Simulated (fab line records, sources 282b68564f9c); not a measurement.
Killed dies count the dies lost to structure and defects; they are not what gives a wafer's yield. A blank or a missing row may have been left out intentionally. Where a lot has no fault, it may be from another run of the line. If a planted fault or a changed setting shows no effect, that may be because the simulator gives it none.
Which of the tools did it?    flow rit cmos    15 lots with 45 wafers sampled at 2 steps, on a route of 202 steps

WHAT THE GAUGES SHOWED, per wafer
RIT_NWELL_OVL_MEAS_06. Usual: NWELL_OVL -0.7 nm, standard deviation 1.4.
lot   measured     on          NWELL_OVL (nm)        flag
L399  day 1 23:19  overlay-02  1.2 -1.5 -1.8         
L400  day 2 05:01  overlay-02  -0.3 -0.9 -0.1        
L401  day 2 08:10  overlay-01  -0.7 -2.0 -1.4        
L402  day 2 12:41  overlay-01  -2.4 -2.4 -3.4        
L403  day 2 17:26  overlay-01  -0.4 -0.1 1.3         
L404  day 2 22:52  overlay-02  -0.8 -0.2 -0.3        
L405  day 3 04:03  overlay-01  -2.4 -3.4 -3.1        
L406  day 3 08:19  overlay-01  -2.0 -1.5 -1.3        
L407  day 3 15:40  overlay-01  -1.2 2.0 -0.5         
L408  day 3 19:45  overlay-01  -2.1 0.2 -1.8         
L409  day 4 00:16  overlay-01  -2.5 -0.7 -3.6        
L415  day 5 05:57  overlay-02  -177.9 -179.0 -178.2  OFF
L418  day 6 05:25  overlay-01  -180.7 -180.1 -181.1  OFF
L419  day 6 08:09  overlay-02  -180.4 -182.5 -182.9  OFF
L420  day 6 10:41  overlay-01  -0.3 -1.1 -0.5        

WHICH TOOL RAN EACH LOT (tool, then ch and the chambers of the sampled wafers, then the start)
lot   RIT_NWELL_EXPOSE_03
L399  iline stepper-02 ch 0, day 1 22:54
L400  iline stepper-01 ch 0, day 2 04:35
L401  iline stepper-02 ch 0, day 2 07:39
L402  iline stepper-02 ch 0, day 2 12:17
L403  iline stepper-01 ch 0, day 2 16:58
L404  iline stepper-02 ch 0, day 2 22:28
L405  iline stepper-01 ch 0, day 3 03:38
L406  iline stepper-01 ch 0, day 3 07:53
L407  iline stepper-01 ch 0, day 3 15:14
L408  iline stepper-01 ch 0, day 3 19:20
L409  iline stepper-02 ch 0, day 3 23:50
L415  iline stepper-01 ch 0, day 5 05:31
L418  iline stepper-01 ch 0, day 6 05:00
L419  iline stepper-01 ch 0, day 6 07:43
L420  iline stepper-02 ch 0, day 6 10:16
- RIT_NWELL_EXPOSE_03: exposes mask M2, target cd 43900 nm.

WHAT THE TOOLS THEMSELVES READ (means of the sampled wafers that have a number; where no wafer has one, the mark that the record gives instead)
The record holds no such reading with a usual standard deviation.

THE ANSWER, worked out from the rows above alone
Rule: lot off if the mean of its wafers having a number is beyond 3 standard deviations from the usual mean. Also off: a lot with no number at a reading for which 4 or more lots have one. Where the step has rows for the other lots, those lots are counted as sound. First the gauges in route order, then the tools' own readings, where a lot's mean is used as printed above. The first step at which some lot is off is used, and at that step the reading that is off furthest; a lot without a number counts as furthest.
Off: L415, L418, L419, seen at RIT_NWELL_OVL_MEAS_06 (NWELL_OVL).
A tool fits if, at a process step before that reading, it ran every lot that is off, and no sound lot after the first of them. Those tools and the gauges at RIT_NWELL_OVL_MEAS_06 are tried in the same way. One fits: iline stepper-01 at RIT_NWELL_EXPOSE_03. Its last sound lot is L408 (day 3 19:20), its first lot that is off L415 (day 5 05:31): a fault that began between those two fits.

WHAT THE SIMULATOR PUT IN
Scanner matching overlay: iline stepper-01, from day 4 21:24 on, at RIT_NWELL_EXPOSE_03. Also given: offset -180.
Shown lots that were struck: L415, L418, L419. The rule above found the same.
